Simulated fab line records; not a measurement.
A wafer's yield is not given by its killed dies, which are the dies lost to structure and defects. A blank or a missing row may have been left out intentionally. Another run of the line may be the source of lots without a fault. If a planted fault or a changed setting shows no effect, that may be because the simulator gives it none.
Which of the tools did it? -- flow berkeley cmos170 -- 7 lots (21 wafers sampled), 1 step of a 331-step route

WHAT THE GAUGES SHOWED, per wafer
UCB170_ACTIVE_CD_MEAS_13: the cd target is 1200 nm.
lot,measured,on,cd nm (nm)
L366,day 5 07:20,cd sem-01,1200.7 1200.4 1199.0
L368,day 5 19:11,cd sem-02,1200.6 1202.0 1200.7
L371,day 6 13:31,cd sem-02,1198.5 1199.6 1198.5
L375,day 7 06:46,cd sem-01,1200.8 1199.9 1200.3
L377,day 8 05:29,cd sem-01,1199.1 1198.1 1198.2
L378,day 8 06:00,cd sem-02,1201.8 1201.9 1202.3
L383,day 9 01:03,cd sem-01,1199.8 1199.3 1199.9

TOOL THAT RAN EACH LOT (tool first, then ch and the chambers of the sampled wafers, then the start)
There is no process step in the record ahead of these readings.

THE ANSWER, worked out from the rows above alone
Rule: the lots themselves supply what counts as usual. The widest of any qualifying gaps counts: lots, ordered by their means at a reading, are off when they make up no more than a third of the lots, leave a main group of 4 or more, and stand apart from it by 3 or more times the standard deviation of that group's means. Not used: any main group whose means are identical at the precision the tables above print for the reading. Also off: a lot with no number at a reading for which 4 or more lots have one. Any other lot the step has rows for is counted as sound.
Across all readings shown, no lot is off: no conclusion can be drawn from this.

WHAT WAS PUT IN BY THE SIMULATOR
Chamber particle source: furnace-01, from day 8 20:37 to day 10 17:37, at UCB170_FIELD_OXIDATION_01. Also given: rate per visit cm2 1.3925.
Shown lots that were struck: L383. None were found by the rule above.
